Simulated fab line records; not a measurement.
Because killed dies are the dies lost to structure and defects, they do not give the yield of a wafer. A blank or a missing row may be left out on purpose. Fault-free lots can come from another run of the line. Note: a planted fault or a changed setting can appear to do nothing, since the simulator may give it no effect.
Which of the tools did it?	flow berkeleyCmos170	42 wafers from 14 lots sampled at 2 of the route's 331 steps

## WHAT EACH GAUGE READ, for each wafer
UCB170_FIELD_THK_MEAS_91.
lot	measured	on	FIELD_OXIDE_LEFT_2_THK (nm)
L380	day 6 07:16	filmMetro-01	369 360 374
L381	day 6 06:45	filmMetro-03	367 367 367
L383	day 6 13:22	filmMetro-03	339 340 345
L382	day 6 13:29	filmMetro-01	345 349 352
L384	day 6 13:19	filmMetro-01	354 351 354
L385	day 7 02:07	filmMetro-01	361 360 364
L386	day 7 01:50	filmMetro-04	361 361 364
L394	day 9 02:59	filmMetro-01	363 360 370
L393	day 9 02:46	filmMetro-01	371 380 376
L396	day 9 18:22	filmMetro-03	347 339 338
L398	day 10 10:17	filmMetro-03	364 367 360
L400	day 10 09:25	filmMetro-03	333 332 335
L402	day 11 00:40	filmMetro-01	331 334 339
L401	day 11 01:11	filmMetro-01	343 349 357

## EACH LOT AND THE TOOL THAT RAN IT (in order: tool; ch and the chambers of the sampled wafers; start)
lot	UCB170_NWELL_IMPLANT_14
L380	implanter-04 ch 0, day 2 15:07
L381	implanter-04 ch 0, day 2 19:13
L383	implanter-03 ch 0, day 3 02:03
L382	implanter-01 ch 0, day 3 02:19
L384	implanter-04 ch 0, day 3 14:52
L385	implanter-03 ch 0, day 3 15:23
L386	implanter-04 ch 0, day 3 21:56
L394	implanter-03 ch 0, day 5 05:17
L393	implanter-03 ch 0, day 5 05:32
L396	implanter-01 ch 0, day 6 00:05
L398	implanter-01 ch 0, day 6 11:08
L400	implanter-04 ch 0, day 6 19:02
L402	implanter-03 ch 0, day 7 03:43
L401	implanter-04 ch 0, day 7 04:20
- UCB170_NWELL_IMPLANT_14

## AS READ BY THE TOOLS THEMSELVES (means over the sampled wafers that have a number; for cases with no such wafer, the mark the record gives instead)
UCB170_NWELL_IMPLANT_14.
lot	tool	tiltDeg (degrees)
L380	implanter-04	6.982
L381	implanter-04	6.993
L383	implanter-03	6.991
L382	implanter-01	7.004
L384	implanter-04	7.656
L385	implanter-03	6.996
L386	implanter-04	7.686
L394	implanter-03	7.005
L393	implanter-03	6.985
L396	implanter-01	6.973
L398	implanter-01	6.997
L400	implanter-04	7.004
L402	implanter-03	6.996
L401	implanter-04	6.988

## THE ANSWER, worked out from the rows above alone
Rule: the usual values come from the lots themselves. The widest of any qualifying gaps counts: lots, ordered by their means at a reading, are off when they make up no more than a third of the lots, leave a main group of 4 or more, and stand apart from it by 3 or more times the standard deviation of that group's means. If all means in a main group match to the digits the tables above print for the reading, that group is not used. Also off: a lot with no number at a reading for which 4 or more lots have one. Where the step has rows for the other lots, those lots are counted as sound. First the gauges in route order, then the tools' own readings, where a lot's mean is used as printed above. At the first step where some lot is off, the reading lying furthest off is the one used; lots without a number count as furthest.
Off, at UCB170_NWELL_IMPLANT_14 on tiltDeg: L384, L386. The main group: mean 6.993 degrees, standard deviation 0.0093.
If a tool, at that step or one of the process steps before it, ran each lot that is off and ran no sound lot following the first of them, it fits. Not one of the candidates tried fits.

## WHAT THE SIMULATOR HAD PUT IN
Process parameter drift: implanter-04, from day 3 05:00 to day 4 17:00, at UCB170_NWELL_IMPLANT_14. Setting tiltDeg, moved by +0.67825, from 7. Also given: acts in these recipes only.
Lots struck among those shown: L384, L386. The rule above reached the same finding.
